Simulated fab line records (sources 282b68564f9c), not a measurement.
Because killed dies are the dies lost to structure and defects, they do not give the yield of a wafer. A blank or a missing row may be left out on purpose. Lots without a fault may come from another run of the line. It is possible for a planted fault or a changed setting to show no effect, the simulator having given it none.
fab line records	flow rit_cmos
record lots=14	wafers=42	last_day=7
route steps=202 shown FOX2@80 PLDD@120 CONTACT@180 M1@196
lots that met no fault: from a run of the same line without faults
start_h: start of the lot's first displayed wafer, in hours after the record's first day	wait_h: time in hours since the lot's previous step	" same as the row above	L1.1+2: several wafers, shown together as one row	- no value, or no start given	* or withheld: withheld	< > ~ a bound
route shown NAME@n: NAME is a module with steps in the file, n the number in the route of the first one	usual: the fault-free wafers' mean and standard deviation	same: alike in all rows	chamber/n: place in a boat	sites: readings site by site	_std_site: their standard deviation	_edge_site: outer sites' mean less inner sites'	radius_mm: how far each site lies from the wafer's centre	mask NAME#n: copy n	behind: the tool/chamber that last shaped the wafer	hold: cause of the lot's hold/its duration in hours/its outcome	device: the transistor (n, p or np) that didn't switch	end of line: the tests these same wafers got at the end of their route	step lacking rows: just its recipe	killed: dies that structure and defects cost at the first sort, which is not the same as the wafer's yield	map: shows each die of a wafer: x if killed, . if not, _ if none is there
set.NAME: the run value of the setting; set.NAME@STEP: its run value at that earlier step	model.NAME: the simulator's own value behind a step, which no gauge read
a sample of lots followed through the steps of the route, with each step as a table and each wafer as a row
services: a tool's chamber out of use, with start hour (start_h, from the record's first day; less than 0 if before it), hours out, and reason
## steps
# step RIT_FOX2_THK_MEAS_91
# recipe reads=SiO2_of_FOX2_OXIDATION_00
# usual FIELD_OXIDE_LEFT_2_THK=247/6.2
lot.wafer	tool	chamber	start_h	wait_h	FIELD_OXIDE_LEFT_2_THK[nm]
L380.1	film_metro-04	-	36.01	0.0	243
L380.3	"	-	"	"	236
L380.5	"	-	"	"	242
L381.1	film_metro-03	-	37.22	0.0	245
L381.2	"	-	"	"	246
L381.4	"	-	"	"	242
L382.2	film_metro-04	-	43.41	0.0	249
L382.3	"	-	"	"	251
L382.5	"	-	"	"	250
L383.1	film_metro-04	-	48.00	0.0	247
L383.4	"	-	"	"	245
L383.6	"	-	"	"	246
L389.3	film_metro-04	-	76.96	0.0	233
L389.4	"	-	"	"	238
L389.6	"	-	"	"	243
L390.2	film_metro-04	-	81.99	0.0	250
L390.4	"	-	"	"	251
L390.6	"	-	"	"	250
L392.2	film_metro-04	-	93.50	0.0	247
L392.5	"	-	"	"	242
L392.6	"	-	"	"	249
L393.1	film_metro-02	-	97.94	0.0	240
L393.2	"	-	"	"	238
L393.6	"	-	"	"	240
L395.1	film_metro-04	-	108.70	0.0	254
L395.2	"	-	"	"	251
L395.6	"	-	"	"	250
L397.3	film_metro-03	-	116.46	0.0	258
L397.4	"	-	"	"	259
L397.5	"	-	"	"	258
L399.1	film_metro-04	-	127.26	0.0	256
L399.3	"	-	"	"	252
L399.6	"	-	"	"	257
L400.2	film_metro-03	-	132.08	0.0	251
L400.3	"	-	"	"	250
L400.5	"	-	"	"	251
L402.2	film_metro-03	-	141.94	0.0	245
L402.3	"	-	"	"	249
L402.6	"	-	"	"	242
L403.2	film_metro-03	-	147.00	0.0	247
L403.4	"	-	"	"	237
L403.6	"	-	"	"	245
# step RIT_PLDD_OVL_MEAS_06
# usual PLDD_OVL=-0.4/1.4
lot.wafer	tool	chamber	start_h	wait_h	PLDD_OVL[nm]
L380.1	overlay-01	-	46.93	-	-0.4
L380.3	"	-	"	"	-0.9
L380.5	"	-	"	"	2.1
L381.1	overlay-02	-	48.30	-	0.1
L381.2	"	-	"	"	-2.0
L381.4	"	-	"	"	0.5
L382.2	overlay-02	-	57.96	-	-0.5
L382.3	"	-	"	"	0.2
L382.5	"	-	"	"	-2.1
L383.1	overlay-02	-	59.69	-	-3.5
L383.4	"	-	"	"	-1.8
L383.6	"	-	"	"	-2.9
L389.3	overlay-02	-	88.21	-	1.0
L389.4	"	-	"	"	1.8
L389.6	"	-	"	"	2.2
L390.2	overlay-02	-	92.44	-	-0.3
L390.4	"	-	"	"	-2.7
L390.6	"	-	"	"	0.7
L392.2	overlay-01	-	103.89	-	-0.9
L392.5	"	-	"	"	-2.4
L392.6	"	-	"	"	-1.4
L393.1	overlay-02	-	109.31	-	0.7
L393.2	"	-	"	"	1.0
L393.6	"	-	"	"	-0.4
L395.1	overlay-02	-	118.70	-	-2.2
L395.2	"	-	"	"	0.5
L395.6	"	-	"	"	-1.0
L397.3	overlay-02	-	127.06	-	-0.2
L397.4	"	-	"	"	-0.6
L397.5	"	-	"	"	-0.2
L399.1	overlay-01	-	138.74	-	1.1
L399.3	"	-	"	"	1.2
L399.6	"	-	"	"	1.7
L400.2	overlay-02	-	142.33	-	0.5
L400.3	"	-	"	"	1.0
L400.5	"	-	"	"	1.2
L402.2	overlay-02	-	153.07	-	1.8
L402.3	"	-	"	"	0.5
L402.6	"	-	"	"	1.1
L403.2	overlay-01	-	158.46	-	-1.1
L403.4	"	-	"	"	1.3
L403.6	"	-	"	"	-1.2
# step RIT_CONTACT_STRIP_12
# recipe chemistry=O2	time_s=180	resist=NOVOLAK	platen_temp_c=withheld	power_w=500	pressure_mtorr=4000	o2_flow_sccm=4000
# usual drypump_motor_current_A=5.5/0.36
lot.wafer	tool	chamber	start_h	wait_h	drypump_motor_current_A	rf_hours_counter_h
L380.1	plasma_asher-03	1	55.98	0.1	5.7	41
L380.3	"	0	"	"	4.8	-
L380.5	"	1	"	"	5.7	-
L381.1	plasma_asher-02	0	58.22	0.1	5.3	42
L381.2	"	1	"	"	5.7	42
L381.4	"	1	"	"	5.7	-
L382.2	plasma_asher-03	1	67.36	0.1	5.7	43
L382.3	"	1	"	"	5.7	-
L382.5	"	1	"	"	5.7	-
L383.1	plasma_asher-03	1	68.78	0.1	5.7	43
L383.4	"	0	"	"	4.8	-
L383.6	"	0	"	"	4.8	-
L389.3	plasma_asher-02	0	97.72	0.2	5.3	-
L389.4	"	1	"	"	5.7	-
L389.6	"	0	"	"	5.3	-
L390.2	plasma_asher-03	0	101.76	0.1	4.8	47
L390.4	"	0	"	"	4.8	-
L390.6	"	1	"	"	5.7	-
L392.2	plasma_asher-03	1	115.23	0.1	5.7	49
L392.5	"	0	"	"	4.8	-
L392.6	"	1	"	"	5.7	-
L393.1	plasma_asher-03	0	118.49	0.1	4.8	49
L393.2	"	1	"	"	5.7	49
L393.6	"	1	"	"	5.7	-
L395.1	plasma_asher-02	0	127.88	0.1	5.3	50
L395.2	"	1	"	"	5.7	50
L395.6	"	0	"	"	5.3	-
L397.3	plasma_asher-03	1	136.07	0.2	5.8	-
L397.4	"	0	"	"	4.8	-
L397.5	"	1	"	"	5.7	-
L399.1	plasma_asher-04	1	149.35	0.1	5.5	3
L399.3	"	0	"	"	5.8	-
L399.6	"	1	"	"	5.6	-
L400.2	plasma_asher-02	1	151.62	0.1	5.8	52
L400.3	"	1	"	"	5.8	-
L400.5	"	1	"	"	5.8	-
L402.2	plasma_asher-04	1	163.15	0.1	5.5	5
L402.3	"	1	"	"	5.5	-
L402.6	"	1	"	"	5.5	-
L403.2	plasma_asher-02	0	168.32	0.1	5.3	54
L403.4	"	1	"	"	5.7	-
L403.6	"	0	"	"	5.3	-
# step RIT_M1_METAL_ETCH_12
# recipe stop_on=SiO2	chemistry=Cl2/BCl3	target=Al	time_s=165	over_etch_frac=0.5	pressure_mtorr=100	target_depth_a=6000	rf_w=250	Cl2_flow_sccm=60	bcl3_flow_sccm=50
# usual drypump_motor_current_A=5.7/0.45	he_backside_leak_sccm=3.31/0.24	oes_product_au=0.772/0.0088	rf_fwd_power_W=249.0/0.87	run_length_s=193.5/0.65	throttle_valve_pct=8.34/0.11
lot.wafer	tool	chamber	start_h	wait_h	drypump_motor_current_A	he_backside_leak_sccm	oes_product_au	rf_fwd_power_W	rf_hours_counter_h	run_length_s	throttle_valve_pct
L380.1	rie_metal-02	1	58.70	0.2	5.4	3.64	0.786	248.3	36	193.9	8.27
L380.3	"	1	"	"	5.4	3.44	0.782	248.9	-	193.1	8.26
L380.5	"	0	"	"	5.9	3.26	0.777	249.0	-	193.2	8.36
L381.1	rie_metal-01	1	60.62	0.2	5.8	3.53	0.774	249.2	1	193.6	8.37
L381.2	"	0	"	"	6.4	3.56	0.759	250.7	1	192.9	8.20
L381.4	"	0	"	"	6.5	3.48	0.770	250.1	-	192.8	8.21
L382.2	rie_metal-04	0	69.89	0.2	5.0	3.74	0.773	249.6	3	193.4	8.53
L382.3	"	0	"	"	5.0	3.57	0.778	249.8	-	193.4	8.55
L382.5	"	0	"	"	5.0	3.57	0.769	249.2	-	193.5	8.55
L383.1	rie_metal-02	0	71.18	0.2	6.0	3.25	0.768	249.4	36	193.7	8.36
L383.4	"	1	"	"	5.5	3.43	0.786	248.9	-	193.4	8.29
L383.6	"	0	"	"	5.9	3.22	0.767	248.6	-	193.4	8.36
L389.3	rie_metal-02	0	100.25	0.2	6.0	3.29	1.023	-	-	127.2	8.33
L389.4	"	1	"	"	5.4	3.68	1.009	-	-	127.2	8.23
L389.6	"	1	"	"	5.4	3.77	1.001	-	-	127.1	8.24
L390.2	rie_metal-01	1	104.46	0.2	5.8	3.08	0.783	250.1	1	193.7	8.38
L390.4	"	1	"	"	5.8	3.13	0.790	249.1	-	193.5	8.39
L390.6	"	1	"	"	5.8	3.02	0.778	249.7	-	194.1	8.36
L392.2	rie_metal-02	0	117.84	0.2	6.0	3.18	1.005	-	36	127.8	8.34
L392.5	"	1	"	"	5.4	3.66	0.996	-	-	127.0	8.23
L392.6	"	0	"	"	6.0	3.19	0.999	-	-	127.4	8.32
L393.1	rie_metal-01	0	121.02	0.2	6.5	3.52	0.772	249.1	1	193.1	8.20
L393.2	"	1	"	"	5.8	2.94	0.765	248.9	1	193.4	8.39
L393.6	"	0	"	"	6.5	3.49	0.759	249.3	-	193.0	8.19
L395.1	rie_metal-04	1	130.41	0.2	5.5	3.25	0.763	249.4	3	193.9	8.32
L395.2	"	1	"	"	5.5	3.37	0.774	248.4	-	193.8	8.31
L395.6	"	1	"	"	5.5	3.30	0.768	248.9	-	193.6	8.28
L397.3	rie_metal-04	0	138.63	0.2	5.0	3.21	0.767	249.3	-	193.4	8.55
L397.4	"	1	"	"	5.5	3.18	0.753	247.6	-	193.8	8.29
L397.5	"	1	"	"	5.5	3.12	0.777	246.0	-	193.6	8.30
L399.1	rie_metal-04	1	151.85	0.2	5.5	3.05	0.769	250.1	4	193.5	8.30
L399.3	"	1	"	"	5.5	3.06	0.769	249.8	-	193.5	8.31
L399.6	"	1	"	"	5.5	3.04	0.769	249.7	-	193.7	8.28
L400.2	rie_metal-01	0	154.03	0.2	6.5	3.32	0.778	249.7	2	193.1	8.18
L400.3	"	0	"	"	6.5	3.33	0.779	250.0	-	193.5	8.20
L400.5	"	1	"	"	5.8	2.93	0.779	249.0	-	193.6	8.37
L402.2	rie_metal-04	1	165.61	0.2	5.5	3.33	0.765	249.3	4	193.5	8.29
L402.3	"	0	"	"	5.0	3.32	0.779	248.2	-	193.1	8.55
L402.6	"	1	"	"	5.5	3.20	0.768	249.1	-	193.4	8.29
L403.2	rie_metal-01	1	170.74	0.2	5.8	2.95	0.759	249.7	2	193.4	8.41
L403.4	"	1	"	"	5.8	3.03	0.761	250.2	-	193.4	8.39
L403.6	"	1	"	"	5.8	3.10	0.751	249.5	-	193.9	8.37
# step RIT_M1_CD_MEAS_90
# recipe target_cd_nm=2600
# usual cd_nm=2598.8/3
lot.wafer	tool	chamber	start_h	wait_h	cd_nm
L380.1	cd_sem-01	-	59.21	0.1	2593.4
L380.3	"	-	"	"	2593.1
L380.5	"	-	"	"	2593.8
L381.1	cd_sem-01	-	61.14	0.1	2599.1
L381.2	"	-	"	"	2599.6
L381.4	"	-	"	"	2601.3
L382.2	cd_sem-01	-	70.43	0.1	2593.5
L382.3	"	-	"	"	2594.2
L382.5	"	-	"	"	2594.3
L383.1	cd_sem-01	-	71.69	0.1	2602.7
L383.4	"	-	"	"	2601.4
L383.6	"	-	"	"	2601.4
L389.3	cd_sem-01	-	100.75	0.1	2607.0
L389.4	"	-	"	"	2608.3
L389.6	"	-	"	"	2609.9
L390.2	cd_sem-01	-	105.00	0.1	2605.2
L390.4	"	-	"	"	2605.4
L390.6	"	-	"	"	2605.6
L392.2	cd_sem-02	-	118.37	0.1	2603.8
L392.5	"	-	"	"	2609.7
L392.6	"	-	"	"	2605.7
L393.1	cd_sem-01	-	121.53	0.1	2600.5
L393.2	"	-	"	"	2604.3
L393.6	"	-	"	"	2601.9
L395.1	cd_sem-01	-	131.08	0.1	2599.5
L395.2	"	-	"	"	2598.1
L395.6	"	-	"	"	2597.6
L397.3	cd_sem-01	-	139.12	0.1	2598.4
L397.4	"	-	"	"	2597.2
L397.5	"	-	"	"	2598.9
L399.1	cd_sem-01	-	152.36	0.1	2598.4
L399.3	"	-	"	"	2601.3
L399.6	"	-	"	"	2598.7
L400.2	cd_sem-01	-	154.56	0.1	2601.0
L400.3	"	-	"	"	2599.3
L400.5	"	-	"	"	2598.6
L402.2	cd_sem-01	-	166.15	0.1	2598.6
L402.3	"	-	"	"	2598.5
L402.6	"	-	"	"	2597.6
L403.2	cd_sem-02	-	171.28	0.1	2599.5
L403.4	"	-	"	"	2600.1
L403.6	"	-	"	"	2602.5
# step RIT_M1_PROBE_99
# usual defect_limited_yield=97.3/1.2	killed_at_M0_to_M3=0.0/0.12	killed_at_contacts=0.1/0.31	killed_at_front_end=7/3.2	killed_dies=7/3.2	killed_on_rim=1.8/1.3	killed_open=3.6/2.1	killed_short=3.5/2.1	sort_bin_3_pad_short=0.1/0.21	sort_bin_5_function=1.6/0.88	sort_bin_6_memory=1.0/0.66	sort_n_pass=257/3.2	sort_yield_pct=97.3/1.2
# same gross_dies=264	killed_at_M4_up=0	killed_at_back_side=0	killed_at_other=0
lot.wafer	tool	chamber	start_h	wait_h	defect_limited_yield[%]	killed_at_M0_to_M3	killed_at_contacts	killed_at_front_end	killed_dies	killed_on_rim	killed_open	killed_short	sort_bin_3_pad_short[%]	sort_bin_5_function[%]	sort_bin_6_memory[%]	sort_n_pass	sort_yield_pct[%]
L381.1	prober-02	-	63.67	0.1	99.6	0	0	1	1	0	0	1	0	0	0.4	263	99.6
L381.2	prober-02	-	63.72	0.1	97.7	0	0	6	6	2	2	4	0	1.5	0.8	258	97.7
L381.4	prober-02	-	63.82	0.2	98.5	0	0	4	4	0	3	1	0	1.5	0	260	98.5
L389.3	prober-01	-	103.14	0.2	1.1	256	0	5	261	67	2	3	0	98.9	0	3	1.1
L389.4	prober-01	-	103.19	0.2	0	254	0	10	264	70	8	2	0	98.5	1.5	0	0
L389.6	prober-01	-	103.29	0.2	0	257	0	7	264	70	4	3	0.4	99.6	0	0	0
L392.2	prober-02	-	120.14	0.1	0	254	0	10	264	70	5	5	0	97.7	2.3	0	0
L392.5	prober-02	-	120.29	0.2	0	259	0	5	264	70	3	2	0	98.1	1.9	0	0
L392.6	prober-02	-	120.34	0.2	0	258	0	6	264	70	3	3	0	98.9	1.1	0	0
L393.1	prober-01	-	123.67	0.1	97.3	0	0	7	7	2	3	4	0	1.1	1.5	257	97.3
L393.2	prober-01	-	123.72	0.1	98.1	0	0	5	5	1	2	3	0	1.5	0.4	259	98.1
L393.6	prober-01	-	123.92	0.2	96.6	0	0	9	9	1	2	7	0	1.5	1.9	255	96.6
L395.1	prober-01	-	132.82	0.1	98.9	0	0	3	3	0	1	2	0	0.8	0.4	261	98.9
L395.2	prober-01	-	132.87	0.1	97.0	0	0	8	8	4	4	4	0	1.9	1.1	256	97.0
L395.6	prober-01	-	133.07	0.2	97.3	0	0	7	7	4	5	2	0.4	1.5	0.8	257	97.3
L397.3	prober-01	-	140.92	0.2	97.7	0	0	6	6	1	4	2	0	1.5	0.8	258	97.7
L397.4	prober-01	-	140.97	0.2	97.7	0	0	6	6	2	5	1	0	1.5	0.8	258	97.7
L397.5	prober-01	-	141.02	0.2	97.3	0	0	7	7	1	3	4	0.4	1.5	0.8	257	97.3
L399.1	prober-01	-	154.89	0.1	96.6	0	0	9	9	4	6	3	0	2.7	0.8	255	96.6
L399.3	prober-01	-	154.99	0.2	97.3	0	0	7	7	2	3	4	0	1.9	0.8	257	97.3
L399.6	prober-01	-	155.14	0.2	96.6	0	0	9	9	1	5	4	0	1.5	1.9	255	96.6
L400.2	prober-02	-	156.44	0.1	99.2	0	0	2	2	2	0	2	0	0.4	0.4	262	99.2
L400.3	prober-02	-	156.49	0.2	97.7	0	0	6	6	2	2	4	0	0.8	1.5	258	97.7
L400.5	prober-02	-	156.59	0.2	96.2	0	0	10	10	3	1	9	0	1.5	2.3	254	96.2
# killed by level:class
L381.1 SILICIDE:geometric_particle:short=1
L381.2 GATE:geometric_particle:short=3 FOX1:geometric_particle:short=1 FOX2:geometric_particle:open=1 SILICIDE:geometric_particle:open=1
L381.4 FOX2:geometric_particle:open=1 GATE:geometric_particle:open=1 GATE:geometric_particle:short=1 REOX:geometric_particle:open=1
L389.3 M1:area_etch=256 GATE:geometric_particle:short=2 FOX1:geometric_particle:open=1 REOX:geometric_particle:open=1 REOX:geometric_particle:short=1
L389.4 M1:area_etch=254 GATE:geometric_particle:open=6 REOX:geometric_particle:short=2 FOX2:geometric_particle:open=1 REOX:geometric_particle:open=1
L389.6 M1:area_etch=257 REOX:geometric_particle:open=3 GATE:geometric_particle:short=1 GATE:geometric_particle:open=1 REOX:geometric_particle:short=1 SILICIDE:geometric_particle:short=1
L392.2 M1:area_etch=254 GATE:geometric_particle:short=2 ACTIVE:geometric_particle:short=1 FOX1:geometric_particle:open=1 FOX2:geometric_particle:open=1 GATE:geometric_particle:open=1 REOX:geometric_particle:open=1 SPACER:geometric_particle:open=1
L392.5 M1:area_etch=259 FOX1:geometric_particle:short=1 FOX1:geometric_particle:open=1 REOX:geometric_particle:open=1 SPACER:geometric_particle:open=1 SILICIDE:geometric_particle:short=1
L392.6 M1:area_etch=258 SILICIDE:geometric_particle:short=2 GATE:geometric_particle:short=1 GATE:geometric_particle:open=1 REOX:geometric_particle:open=1 SILICIDE:geometric_particle:open=1
L393.1 GATE:geometric_particle:short=2 GATE:geometric_particle:open=2 SPACER:geometric_particle:short=2 SPACER:geometric_particle:open=1
L393.2 FOX1:geometric_particle:open=2 GATE:geometric_particle:short=2 SPACER:geometric_particle:short=1
L393.6 SPACER:geometric_particle:short=3 FOX1:geometric_particle:short=2 FOX1:geometric_particle:open=1 FOX2:geometric_particle:open=1 GATE:geometric_particle:short=1 REOX:geometric_particle:short=1
L395.1 GATE:geometric_particle:short=2 FOX1:geometric_particle:open=1
L395.2 GATE:geometric_particle:open=3 FOX1:geometric_particle:open=1 FOX1:geometric_particle:short=1 FOX2:geometric_particle:short=1 GATE:geometric_particle:short=1 SPACER:geometric_particle:short=1
L395.6 GATE:geometric_particle:open=4 GATE:geometric_particle:short=1 SILICIDE:geometric_particle:open=1 SILICIDE:geometric_particle:short=1
L397.3 GATE:geometric_particle:open=2 FOX1:geometric_particle:open=1 GATE:geometric_particle:short=1 SILICIDE:geometric_particle:short=1 SILICIDE:geometric_particle:open=1
L397.4 GATE:geometric_particle:open=4 FOX1:geometric_particle:short=1 FOX1:geometric_particle:open=1
L397.5 FOX1:geometric_particle:open=2 FOX1:geometric_particle:short=2 FOX2:geometric_particle:short=1 GATE:geometric_particle:short=1 SPACER:geometric_particle:open=1
L399.1 FOX1:geometric_particle:short=2 GATE:geometric_particle:open=2 FOX1:geometric_particle:open=1 FOX2:geometric_particle:open=1 REOX:geometric_particle:open=1 SPACER:geometric_particle:short=1 SILICIDE:geometric_particle:open=1
L399.3 FOX2:geometric_particle:open=2 GATE:geometric_particle:short=2 FOX1:geometric_particle:short=1 SILICIDE:geometric_particle:open=1 SILICIDE:geometric_particle:short=1
L399.6 SPACER:geometric_particle:open=2 FOX2:geometric_particle:short=1 FOX1:geometric_particle:short=1 GATE:geometric_particle:short=1 GATE:geometric_particle:open=1 REOX:geometric_particle:open=1 SPACER:geometric_particle:short=1 SILICIDE:geometric_particle:open=1
L400.2 SPACER:geometric_particle:short=2
L400.3 GATE:geometric_particle:short=3 FOX2:geometric_particle:open=1 SPACER:geometric_particle:open=1 SILICIDE:geometric_particle:short=1
L400.5 REOX:geometric_particle:short=3 SPACER:geometric_particle:short=2 FOX1:geometric_particle:short=1 FOX2:geometric_particle:short=1 GATE:geometric_particle:open=1 GATE:geometric_particle:short=1 SILICIDE:geometric_particle:short=1
## services
tool	chamber	start_h	hours	kind
plasma_asher-04	-	54.47	2.2	repair
rie_metal-04	-	64.87	0.9	repair
plasma_asher-04	-	108.75	9.0	pm
plasma_asher-04	0	108.75	9.0	vent_cycle
plasma_asher-04	1	108.75	9.0	vent_cycle
rie_metal-04	0	115.04	17.4	repair
plasma_asher-04	0	117.75	-	clean
plasma_asher-04	1	117.75	-	clean
rie_metal-04	1	121.73	6.4	repair
plasma_asher-02	-	122.05	2.1	repair
rie_metal-02	-	126.14	0.7	repair
rie_metal-02	-	136.12	20.0	pm
rie_metal-02	0	136.12	20.0	vent_cycle
rie_metal-02	1	136.12	20.0	vent_cycle
rie_metal-01	-	151.04	1.2	repair
rie_metal-02	0	156.12	-	clean
rie_metal-02	1	156.12	-	clean
## key
first_sign step=RIT_M1_METAL_ETCH_12	reading=run_length_s	direction=down	sigmas=99+	usual=*	struck=*
effect step=RIT_M1_METAL_ETCH_12	reading=oes_product_au	direction=up	sigmas=27	usual=0.772	struck=1.006
effect step=RIT_M1_CD_MEAS_90	reading=cd_nm	direction=up	sigmas=2.9	usual=2598.8	struck=2607.4
effect step=RIT_M1_PROBE_99	reading=killed_at_M0_to_M3	direction=up	sigmas=99+	usual=0.0	struck=256.3
more_kills_born_at RIT_M1_METAL_ETCH_12@rie_metal-02=1538
met_at RIT_M1_METAL_ETCH_12
struck_lots L389,L392
later_rows_left_out L389.3,L389.4,L389.6,L392.2,L392.5,L392.6
not_acting_at RIT_FOX2_THK_MEAS_91,RIT_PLDD_OVL_MEAS_06,RIT_CONTACT_STRIP_12
onset_between 71.18 100.25
fault kind=process_parameter_drift	tool=rie_metal-02	chamber=-	onset_h=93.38	steps=RIT_M1_METAL_ETCH_12	channel=time_s	offset=*	shape=step	end_h=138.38	stated=*
# later_rows_left_out: the simulator's readings of these wafers behind a module that went badly wrong aren't trusted and aren't shown, but for the sort
